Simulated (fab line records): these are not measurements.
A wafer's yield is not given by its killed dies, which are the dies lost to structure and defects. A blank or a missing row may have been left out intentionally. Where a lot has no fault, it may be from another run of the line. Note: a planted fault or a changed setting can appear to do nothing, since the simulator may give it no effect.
fab line records    flow berkeleyCmos170
record: lots: 5  wafers: 15  lastDay: 12
route steps=331 shown V1@260 M2@271
lots that met no fault: taken from a fault-free run of the same line
startH: hours from the record's first day to the start of the lot's first wafer shown    waitH: hours from the lot's prior step to this one    " same as the row above    L1.1+2: several wafers, shown together as one row    - value missing, or start not given    * or withheld: withheld    < > ~ a bound
route shown NAME@n: names a module that has steps shown in the file, with the first one's number in the route    usual: average and standard deviation across the fault-free wafers    same: alike in all rows    chamber/n: place in a boat    sites: each site's reading    _std_site: the standard deviation of these    _edge_site: outer sites' mean less inner sites'    radiusMm: for every site, how far away it sits from the centre of the wafer    mask NAME#n: copy n    behind: the last tool/chamber to shape the wafer    hold: reason for holding the lot/hours on hold/outcome of the hold    device: whichever transistor did not switch (one of n, p or np)    end of line: the same wafers' tests at the end of the route    step lacking rows: just its recipe    killed: not the wafer's yield, but the dies lost to structure and defects at the first sort    map: shows each die of a wafer: x if killed, . if not, _ if none is there
set.NAME: the setting as run; set.NAME@STEP: as run at that earlier step    model.NAME: the simulator's own value behind a step, which no gauge read
a table for each step, a row for each wafer; lots at some steps of the route
services: when a tool's chamber went out of use (startH, in hours from the record's first day, below 0 if earlier), for how many hours, and the reason
== steps ==
step: UCB170_V1_HMDS_06
recipe: primeTimeS: 60  primeTempC: 100
step: UCB170_V1_COAT_07
recipe: resist: KrF  spinRpm: 1500  resistThkNm: 900
step: UCB170_V1_SOFTBAKE_08
recipe: resist: KrF  tempC: 130  timeS: 60
step: UCB170_V1_EXPOSE_09
recipe: maskId: VIA1  targetCdNm: 700  na: 0.5  sigmaOuter: 0.6  sourceShape: conventional  doseMj: 37.25
step: UCB170_V1_PEB_10
recipe: pebTempC: 130  pebTimeS: withheld  resist: KrF
step: UCB170_V1_DEVELOP_11
recipe: developer: TMAH  developTimeS: 45  resist: KrF  devTempC: 21
step: UCB170_V1_CD_MEAS_12
recipe: targetCdNm: 700
usual: cdNm: 699.9/1.6
lot.wafer  tool      chamber  startH  waitH  cdNm
L853.1     cdSem-01  -        170.94  -      699.8
L853.2     "         -        "       "      700.9
L853.4     "         -        "       "      699.0
L861.1     cdSem-02  -        198.99  -      698.3
L861.4     "         -        "       "      698.1
L861.6     "         -        "       "      698.2
L864.2     cdSem-02  -        218.20  -      699.4
L864.4     "         -        "       "      698.7
L864.6     "         -        "       "      699.8
L873.1     cdSem-01  -        264.41  -      700.4
L873.3     "         -        "       "      699.2
L873.6     "         -        "       "      700.9
L874.3     cdSem-02  -        272.35  -      702.2
L874.5     "         -        "       "      702.5
L874.6     "         -        "       "      702.9
step: UCB170_V1_OVL_MEAS_13
usual: V1_OVL: -2/6.1
lot.wafer  tool        chamber  startH  waitH  V1_OVL[nm]
L853.1     overlay-02  -        171.06  0.1    -13
L853.2     "           -        "       "      -6
L853.4     "           -        "       "      -11
L861.1     overlay-02  -        199.11  0.1    -4
L861.4     "           -        "       "      4
L861.6     "           -        "       "      8
L864.2     overlay-02  -        218.31  0.1    7
L864.4     "           -        "       "      9
L864.6     "           -        "       "      9
L873.1     overlay-02  -        264.53  0.1    -2
L873.3     "           -        "       "      2
L873.6     "           -        "       "      -5
L874.3     overlay-01  -        272.44  0.1    -2
L874.5     "           -        "       "      -5
L874.6     "           -        "       "      -6
step: UCB170_V1_ETCH_14
recipe: chemistry: CHF3/CF4/Ar  target: SiO2  stopOn: Al  CHF3_flow_sccm: 45  cf4FlowSccm: 15  Ar_flow_sccm: 150  pressureMtorr: 200  rfW: 700  targetDepthA: 12500  overEtchFrac: 0.25  timeS: 291
usual: drypumpMotorCurrentA: 5.7/0.39  oesProductAu: 0.869/0.014  throttleValvePct: 6.96/0.097
lot.wafer  tool        chamber  startH  waitH  drypumpMotorCurrentA  oesProductAu  rfHoursCounterH  throttleValvePct
L853.1     rieDiel-03  1        171.10  0.0    5.0                   0.877         75               7.01
L853.2     "           3        "       "      5.7                   0.891         37               6.82
L853.4     "           0        "       "      5.8                   0.902         80               6.93
L861.1     rieDiel-03  3        199.14  0.0    5.7                   0.881         38               6.81
L861.4     "           2        "       "      6.0                   0.881         36               6.82
L861.6     "           1        "       "      5.0                   0.875         -                7.02
L864.2     rieDiel-03  2        218.34  0.0    6.0                   0.876         36               6.81
L864.4     "           3        "       "      5.7                   0.881         39               6.82
L864.6     "           2        "       "      6.0                   0.876         -                6.81
L873.1     rieDiel-02  3        264.56  0.0    5.3                   0.872         3                6.91
L873.3     "           1        "       "      5.6                   0.875         26               7.06
L873.6     "           3        "       "      5.3                   0.875         -                6.90
L874.3     rieDiel-03  1        272.47  0.0    5.0                   0.868         79               7.02
L874.5     "           1        "       "      5.0                   0.872         -                7.01
L874.6     "           2        "       "      6.0                   0.886         -                6.80
step: UCB170_V1_STRIP_15
recipe: chemistry: O2  powerW: 400  pressureMtorr: 3500  platenTempC: withheld  o2FlowSccm: 400  overashFraction: 0.5
usual: drypumpMotorCurrentA: 5.7/0.67  oesProductAu: 0.722/0.0045  stripTimeToEndpointS: 15.29/0.13
lot.wafer  tool            chamber  startH  waitH  drypumpMotorCurrentA  oesProductAu  rfHoursCounterH  stripTimeToEndpointS
L853.1     plasmaAsher-01  0        171.28  0.1    6.6                   0.731         38               15.42
L853.2     "               1        "       "      5.8                   0.720         38               15.47
L853.4     "               1        "       "      5.8                   0.728         -                15.19
L861.1     plasmaAsher-04  0        199.32  0.1    6.2                   0.722         46               15.43
L861.4     "               0        "       "      6.2                   0.718         -                15.12
L861.6     "               1        "       "      4.9                   0.723         -                15.42
L864.2     plasmaAsher-04  1        218.51  0.1    4.9                   0.723         48               15.23
L864.4     "               1        "       "      4.9                   0.726         -                15.47
L864.6     "               0        "       "      6.2                   0.726         -                15.31
L873.1     plasmaAsher-01  0        264.74  0.1    6.6                   0.717         48               15.24
L873.3     "               0        "       "      6.6                   0.724         -                15.18
L873.6     "               0        "       "      6.6                   0.720         -                15.28
L874.3     plasmaAsher-04  0        272.68  0.1    6.2                   0.719         -                15.41
L874.5     "               1        "       "      4.9                   0.721         -                15.45
L874.6     "               0        "       "      6.2                   0.725         -                15.28
step: UCB170_V1_CD_MEAS_90
recipe: targetCdNm: 700
usual: cdNm: 699.9/1.7
lot.wafer  tool      chamber  startH  waitH  cdNm
L853.1     cdSem-01  -        171.38  0.1    700.0
L853.2     "         -        "       "      701.2
L853.4     "         -        "       "      699.6
L861.1     cdSem-02  -        199.42  0.1    699.2
L861.4     "         -        "       "      697.4
L861.6     "         -        "       "      697.9
L864.2     cdSem-01  -        218.63  0.1    701.2
L864.4     "         -        "       "      699.7
L864.6     "         -        "       "      700.2
L873.1     cdSem-02  -        264.84  0.1    699.8
L873.3     "         -        "       "      700.3
L873.6     "         -        "       "      700.4
L874.3     cdSem-01  -        272.78  0.1    701.4
L874.5     "         -        "       "      702.6
L874.6     "         -        "       "      702.8
step: UCB170_M2_PRE_CLEAN_00
recipe: gas: Ar  precleanEtchTimeS: 60
step: UCB170_M2_SPUTTER_01
recipe: material: Al  targetThkNm: 900  timeS: 120  powerW: 6000  chamberPressurePa: 0.5
usual: throttleValvePct: 30.7/1
lot.wafer  tool           chamber  startH  waitH  throttleValvePct  model.Al_of_M2_SPUTTER_01.thkNm
L853.1     pvdSputter-02  -        171.56  0.0    29.4              896.2
L853.2     "              -        "       "      29.5              899.7
L853.4     "              -        "       "      32.5              899.7
L861.1     pvdSputter-01  -        199.61  0.0    30.1              895.3
L861.4     "              -        "       "      32.1              887.4
L861.6     "              -        "       "      32.1              891.4
L864.2     pvdSputter-01  -        218.80  0.0    29.9              919
L864.4     "              -        "       "      30.2              902.6
L864.6     "              -        "       "      30.2              907.5
L873.1     pvdSputter-02  -        265.03  0.0    29.8              1166
L873.3     "              -        "       "      30.6              906.7
L873.6     "              -        "       "      32.6              912.3
L874.3     pvdSputter-04  -        272.93  0.0    30.6              905.8
L874.5     "              -        "       "      30.9              903.1
L874.6     "              -        "       "      30.6              901.2
step: UCB170_M2_RS_MEAS_02
recipe: thkMeasGauge: four-point-probe  reads: Al_of_M2_SPUTTER_01
usual: M2_AL_RS: 0.0321/0.00031
lot.wafer  tool          chamber  startH  waitH  M2_AL_RS[ohm/sq]
L853.1     filmMetro-04  -        171.65  0.0    0.0323
L853.2     "             -        "       "      0.0321
L853.4     "             -        "       "      0.0322
L861.1     filmMetro-01  -        199.69  0.0    0.0323
L861.4     "             -        "       "      0.0326
L861.6     "             -        "       "      0.0325
L864.2     filmMetro-03  -        218.90  0.1    0.0315
L864.4     "             -        "       "      0.0321
L864.6     "             -        "       "      0.0319
L873.1     filmMetro-03  -        265.11  0.0    0.0248
L873.3     "             -        "       "      0.0320
L873.6     "             -        "       "      0.0318
L874.3     filmMetro-01  -        273.05  0.1    0.0319
L874.5     "             -        "       "      0.0320
L874.6     "             -        "       "      0.0321
step: UCB170_M2_THK_MEAS_03
recipe: thkMeasGauge: xrf  reads: Al_of_M2_SPUTTER_01
usual: M2_AL_THK: 902/9.1
lot.wafer  tool          chamber  startH  waitH  M2_AL_THK[nm]
L853.1     filmMetro-04  -        171.77  0.1    895
L853.2     "             -        "       "      899
L853.4     "             -        "       "      906
L861.1     filmMetro-01  -        199.81  0.1    903
L861.4     "             -        "       "      893
L861.6     "             -        "       "      895
L864.2     filmMetro-03  -        219.01  0.1    914
L864.4     "             -        "       "      901
L864.6     "             -        "       "      902
L873.1     filmMetro-03  -        265.23  0.1    1161
L873.3     "             -        "       "      901
L873.6     "             -        "       "      907
L874.3     filmMetro-01  -        273.15  0.1    910
L874.5     "             -        "       "      909
L874.6     "             -        "       "      909
step: UCB170_M2_HMDS_04
recipe: primeTimeS: 60  primeTempC: 100
step: UCB170_M2_COAT_05
recipe: resist: KrF  spinRpm: 1500  resistThkNm: 900
step: UCB170_M2_SOFTBAKE_06
recipe: resist: KrF  tempC: 130  timeS: 60
step: UCB170_M2_STRIP_07
recipe: chemistry: O2  powerW: 400  pressureMtorr: 3500  platenTempC: withheld  o2FlowSccm: 400  overashFraction: 0.5
usual: drypumpMotorCurrentA: 5.9/0.55  oesProductAu: 0.735/0.0049  stripTimeToEndpointS: 21.96/0.056
lot.wafer  tool            chamber  startH  waitH  drypumpMotorCurrentA  oesProductAu  rfHoursCounterH  stripTimeToEndpointS
L853.1     plasmaAsher-01  0        172.46  0.1    6.6                   0.736         38               22.05
L853.2     "               1        "       "      5.8                   0.733         38               22.01
L853.4     "               0        "       "      6.6                   0.734         -                22.01
L861.1     plasmaAsher-01  1        200.32  0.1    5.8                   0.740         41               22.01
L861.4     "               0        "       "      6.6                   0.743         -                22.05
L861.6     "               1        "       "      5.8                   0.742         -                22.02
L864.2     plasmaAsher-01  0        220.01  0.1    6.7                   0.732         44               21.92
L864.4     "               1        "       "      5.8                   0.739         -                21.87
L864.6     "               1        "       "      5.9                   0.733         -                21.89
L873.1     plasmaAsher-04  1        266.13  0.1    4.9                   0.737         53               22.02
L873.3     "               1        "       "      4.9                   0.735         -                21.96
L873.6     "               1        "       "      4.9                   0.720         -                22.03
L874.3     plasmaAsher-04  1        273.92  0.1    4.9                   0.732         -                21.87
L874.5     "               1        "       "      4.9                   0.733         -                21.92
L874.6     "               0        "       "      6.2                   0.734         -                21.94
step: UCB170_M2_STRIP_08
recipe: chemistry: DMSO  tempC: 80  timeS: 600  material: KrF
step: UCB170_M2_COAT_09
recipe: resist: BARC  tempC: withheld  timeS: withheld  spinRpm: 3000  resistThkNm: withheld
step: UCB170_M2_COAT_10
recipe: resist: KrF  spinRpm: 1500  resistThkNm: 900
step: UCB170_M2_SOFTBAKE_11
recipe: resist: KrF  tempC: 130  timeS: 60
step: UCB170_M2_EXPOSE_12
recipe: maskId: METAL2  targetCdNm: 700  na: 0.5  sigmaOuter: 0.6  sourceShape: conventional  doseMj: 26
step: UCB170_M2_PEB_13
recipe: pebTempC: 130  pebTimeS: withheld  resist: KrF
step: UCB170_M2_DEVELOP_14
recipe: developer: TMAH  developTimeS: 46.07  resist: KrF  devTempC: 21
step: UCB170_M2_CD_MEAS_15
recipe: targetCdNm: 700
usual: cdNm: 700.2/1.5
lot.wafer  tool      chamber  startH  waitH  cdNm
L853.1     cdSem-02  -        173.82  -      699.1
L853.2     "         -        "       "      699.5
L853.4     "         -        "       "      699.0
L861.1     cdSem-01  -        203.41  -      702.0
L861.4     "         -        "       "      699.9
L861.6     "         -        "       "      699.8
L864.2     cdSem-02  -        222.21  -      699.5
L864.4     "         -        "       "      698.7
L864.6     "         -        "       "      699.4
L873.1     cdSem-01  -        268.38  -      700.7
L873.3     "         -        "       "      699.3
L873.6     "         -        "       "      697.8
L874.3     cdSem-01  -        275.85  -      703.5
L874.5     "         -        "       "      702.4
L874.6     "         -        "       "      702.6
step: UCB170_M2_OVL_MEAS_16
usual: M2_OVL: -3/5.8
lot.wafer  tool        chamber  startH  waitH  M2_OVL[nm]
L853.1     overlay-02  -        173.94  0.1    -5
L853.2     "           -        "       "      2
L853.4     "           -        "       "      -9
L861.1     overlay-02  -        203.53  0.1    3
L861.4     "           -        "       "      10
L861.6     "           -        "       "      -1
L864.2     overlay-01  -        222.32  0.1    -3
L864.4     "           -        "       "      -1
L864.6     "           -        "       "      -3
L873.1     overlay-01  -        268.50  0.1    -8
L873.3     "           -        "       "      -1
L873.6     "           -        "       "      3
L874.3     overlay-02  -        275.95  0.1    -9
L874.5     "           -        "       "      -5
L874.6     "           -        "       "      -9
step: UCB170_M2_ETCH_17
recipe: chemistry: N2/H2  targetDepthA: withheld  overetchA: withheld  target: BARC  timeS: withheld  sourceW: 500  biasW: 100  pressureMtorr: 30  n2FlowSccm: 100  h2FlowSccm: 200
usual: drypumpMotorCurrentA: 5.5/0.4  h2FlowSccm: 200.0/0.64  oesProductAu: 1.006/0.026  throttleValvePct: 13.32/0.13
lot.wafer  tool        chamber  startH  waitH  drypumpMotorCurrentA  h2FlowSccm  oesProductAu  throttleValvePct
L853.1     rieDiel-02  2        173.98  0.0    6.0                   198.8       1.011         13.39
L853.2     "           0        "       "      5.1                   199.3       0.960         13.56
L853.4     "           1        "       "      5.6                   199.8       1.010         13.43
L861.1     rieDiel-03  1        203.56  0.0    5.0                   200.4       0.971         13.36
L861.4     "           2        "       "      6.0                   201.1       1.004         13.17
L861.6     "           0        "       "      5.8                   199.6       1.046         13.23
L864.2     rieDiel-03  2        222.35  0.0    6.0                   200.3       1.013         13.16
L864.4     "           1        "       "      5.0                   199.8       0.976         13.35
L864.6     "           3        "       "      5.6                   198.9       1.008         13.21
L873.1     rieDiel-03  1        268.54  0.0    5.0                   200.2       0.964         13.35
L873.3     "           0        "       "      5.8                   200.5       1.052         13.24
L873.6     "           2        "       "      6.0                   199.5       1.015         13.17
L874.3     rieDiel-03  1        275.97  0.0    5.0                   200.5       0.970         13.32
L874.5     "           2        "       "      6.0                   200.9       1.009         13.19
L874.6     "           1        "       "      5.0                   200.2       0.970         13.33
step: UCB170_M2_METAL_ETCH_18
recipe: chemistry: Cl2/BCl3  target: Al  stopOn: SiO2  pressureMtorr: 12  targetDepthA: 11700  overEtchFrac: 0.3  timeS: 195  icpW: 600  biasW: 120  Cl2_flow_sccm: 90  bcl3FlowSccm: 45
usual: drypumpMotorCurrentA: 5.7/0.61  oesProductAu: 0.862/0.012  throttleValvePct: 24.33/0.23
lot.wafer  tool         chamber  startH  waitH  drypumpMotorCurrentA  oesProductAu  rfHoursCounterH  throttleValvePct
L853.1     rieMetal-01  0        174.02  -      5.1                   0.853         2                23.99
L853.2     "            1        "       "      6.7                   0.855         9                24.65
L853.4     "            0        "       "      5.1                   0.867         -                23.99
L861.1     rieMetal-04  0        203.61  -      6.2                   0.872         4                24.25
L861.4     "            0        "       "      6.2                   0.874         -                24.24
L861.6     "            1        "       "      4.9                   0.838         -                24.46
L864.2     rieMetal-02  0        222.39  -      5.6                   0.870         1                24.47
L864.4     "            1        "       "      5.7                   0.865         -                24.19
L864.6     "            0        "       "      5.6                   0.872         -                24.47
L873.1     rieMetal-02  1        268.58  -      5.7                   0.984         8                24.13
L873.3     "            0        "       "      5.6                   0.868         -                24.46
L873.6     "            0        "       "      5.6                   0.857         -                24.46
L874.3     rieMetal-02  0        276.08  -      5.6                   0.858         -                24.47
L874.5     "            0        "       "      5.6                   0.859         -                24.46
L874.6     "            1        "       "      5.7                   0.859         -                24.20
step: UCB170_M2_STRIP_19
recipe: chemistry: O2  powerW: 400  pressureMtorr: 3500  platenTempC: withheld  o2FlowSccm: 400  overashFraction: 0.5
usual: drypumpMotorCurrentA: 5.9/0.56  oesProductAu: 0.545/0.014
lot.wafer  tool            chamber  startH  waitH  drypumpMotorCurrentA  oesProductAu  rfHoursCounterH
L853.1     plasmaAsher-01  0        174.21  0.1    6.6                   0.542         39
L853.2     "               1        "       "      5.8                   0.543         39
L853.4     "               1        "       "      5.8                   0.541         -
L861.1     plasmaAsher-04  0        203.79  0.1    6.2                   0.534         46
L861.4     "               1        "       "      4.9                   0.545         -
L861.6     "               1        "       "      4.9                   0.514         -
L864.2     plasmaAsher-01  0        222.58  0.1    6.6                   0.541         44
L864.4     "               0        "       "      6.6                   0.552         -
L864.6     "               0        "       "      6.6                   0.536         -
L873.1     plasmaAsher-04  0        268.77  0.1    6.2                   0.572         54
L873.3     "               1        "       "      4.9                   0.557         -
L873.6     "               1        "       "      4.9                   0.555         -
L874.3     plasmaAsher-04  1        276.23  0.1    4.9                   0.539         -
L874.5     "               1        "       "      4.9                   0.546         -
L874.6     "               0        "       "      6.2                   0.560         -
== services ==
tool            chamber  startH  hours  kind
rieDiel-02      3        170.53  3.1    repair
plasmaAsher-04  -        171.55  7.5    repair
pvdSputter-02   -        171.89  7.3    repair
rieDiel-02      3        173.66  -      clean
rieDiel-02      3        173.66  17.2   scheduledDown
rieDiel-02      3        173.66  17.2   ventCycle
plasmaAsher-04  -        174.15  1.8    repair
rieMetal-04     -        184.61  1.4    pm
pvdSputter-04   3        204.91  -      consumableReplace:kit
pvdSputter-04   3        204.91  18.0   scheduledDown
pvdSputter-04   3        204.91  18.0   ventCycle
pvdSputter-04   -        210.34  3.4    repair
rieMetal-04     -        212.78  0.8    repair
rieDiel-03      -        213.80  1.6    repair
rieDiel-02      -        216.74  2.8    pm
pvdSputter-04   -        217.50  23.0   repair
rieDiel-03      2        223.10  14.8   repair
plasmaAsher-01  -        223.40  2.8    pm
rieDiel-02      3        233.47  3.3    repair
rieDiel-03      -        247.00  0.2    repair
plasmaAsher-01  -        256.51  1.7    repair
rieDiel-02      1        269.23  12.6   repair
== key ==
firstSign: step: UCB170_M2_RS_MEAS_02  reading: M2_AL_RS  direction: down  sigmas: 24  usual: 0.0321  struck: 0.0248
effect: step: UCB170_M2_THK_MEAS_03  reading: M2_AL_THK  direction: up  sigmas: 28  usual: 902  struck: 1161
effect: step: UCB170_M2_METAL_ETCH_18  reading: oesProductAu  direction: up  sigmas: 10  usual: 0.862  struck: 0.984
modelEffect: step: UCB170_M2_SPUTTER_01  value: Al_of_M2_SPUTTER_01.thkNm  without: 904.8  struck: 1166
metAt UCB170_M2_SPUTTER_01
struckWafers L873.1
laterRowsLeftOut L873.1
sortLeftOut L873.1
onsetBetween 171.56 265.03
fault: kind: processParameterDrift  tool: pvdSputter-02  chamber: -  onsetH: 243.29  steps: UCB170_M2_SPUTTER_01  channel: targetThkNm  offset: 260.76  shape: step  endH: 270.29  actsIn: theseRecipesOnly  stated: 900  scope: struckWafersOnly
sortLeftOut: the simulated sort isn't trusted on such a fault, so these wafers' sort isn't shown, and their yield isn't known
laterRowsLeftOut: the simulator's readings of these wafers behind a module that went badly wrong aren't trusted and aren't shown, but for the sort
